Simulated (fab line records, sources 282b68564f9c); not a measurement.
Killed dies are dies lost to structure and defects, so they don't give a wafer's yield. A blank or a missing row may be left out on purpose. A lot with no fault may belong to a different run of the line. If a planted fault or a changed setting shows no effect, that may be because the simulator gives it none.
Struck lot and sound lot, side by side    flow ritCmos    14 out of 202 route steps
Sound: the wafers L237.1, L237.2, L237.6. Wafers L236.3, L236.4, L236.6 were the ones struck. Last of all comes the cause.
At each step with rows: each side's tool, then ch and its chambers, then its first start. Under that, the readings that differ: sound wafers    struck wafers    difference of the means    sigmas: that difference in standard deviations of wafers without a fault.
alike: readings with means less than 2 such deviations apart, plus words and numbers identical on both sides. not compared: withheld readings, readings lacking a value on some wafer, bounds such as >300 that could conceal the same value, and numbers that have no deviation in the record and whose values overlap.
Wherever a step has rows on one side only, a row that says differs or no value, or a row with sigmas, the two part there. Non-overlapping numbers with no deviation appear without sigmas and do not part them. A reading that every wafer of one side lacks parts them only if that side has two wafers or more.

first, 1 step without rows for these wafers: RIT_SILICIDE_WET_ETCH_00 (etches SiO2 in BOE, target depth 14 nm, time 15 s).
RIT_SILICIDE_SPUTTER_01: material Ti, target thk 30 nm, time 240 s.
  sound on pvdSputter-03 at day 6 14:05; struck on pvdSputter-02 at day 6 07:16
  alike: throttleValvePct
RIT_SILICIDE_RS_MEAS_02: measures by four-point-probe.
  sound on filmMetro-03 at day 6 14:14; struck on filmMetro-03 at day 6 07:27
  alike: SILICIDE_TI_RS
RIT_SILICIDE_THK_MEAS_03: measures by xrf.
  sound on filmMetro-03 at day 6 14:21; struck on filmMetro-03 at day 6 07:33
  alike: SILICIDE_TI_THK
RIT_SILICIDE_RTA_04: time 10 s, ramp up 5 s, ramp down 5 s.
  sound on rtpAnneal-02 ch 0, day 6 14:25; struck on rtpAnneal-01 ch 0, day 6 07:37
  alike: chamberO2Ppm, wafer_temp_C_max
then, 1 step without rows for these wafers: RIT_SILICIDE_WET_ETCH_05 (etches Ti in SPM, time 120 s).
RIT_SILICIDE_RTA_06: time 9.653 s, ramp up 5 s, ramp down 10 s.
  sound on rtpAnneal-01 ch 0, day 6 14:31; struck on rtpAnneal-02 ch 0, day 6 07:43
reading           sound              struck             difference  sigmas
wafer_temp_C_max  753.2 752.8 753.1  756.3 757.7 755.8  +3.6        +3
  alike: chamberO2Ppm
RIT_CONTACT_CVD_00: deposits SiO2 from TEOS, target thk 400 nm, time 61 s.
  sound on pecvd-01 ch 0,1,2, day 6 14:35; struck on pecvd-03 ch 0,1, day 6 07:46
  alike: heaterPowerW
RIT_CONTACT_THK_MEAS_01:
  sound on filmMetro-04 at day 6 14:38; struck on filmMetro-04 at day 6 07:50
  alike: CONTACT_TEOS_THK
then, 3 steps without rows for these wafers: RIT_CONTACT_HMDS_02 (prime time 60 s); RIT_CONTACT_COAT_03 (resist thk 1000 nm); RIT_CONTACT_SOFTBAKE_04 (time 60 s).
RIT_CONTACT_EXPOSE_05: exposes mask M11, target cd 1000 nm.
  sound on ilineStepper-02 ch 0, day 6 15:09; struck on ilineStepper-02, day 6 08:22
  no value came back on the struck wafers for exposureDoseMJCm2, focusOffsetNm (nm), reticleTempC (C); on the sound wafers exposureDoseMJCm2 reads 247.29 247.38 247.57
  alike: mask
following that, these wafers have no rows for 1 step: RIT_CONTACT_PEB_06.

WHERE THEY PART
Earliest at RIT_SILICIDE_RTA_06; latest, in this record, at RIT_CONTACT_EXPOSE_05.

WHY: what had been put in by the simulator
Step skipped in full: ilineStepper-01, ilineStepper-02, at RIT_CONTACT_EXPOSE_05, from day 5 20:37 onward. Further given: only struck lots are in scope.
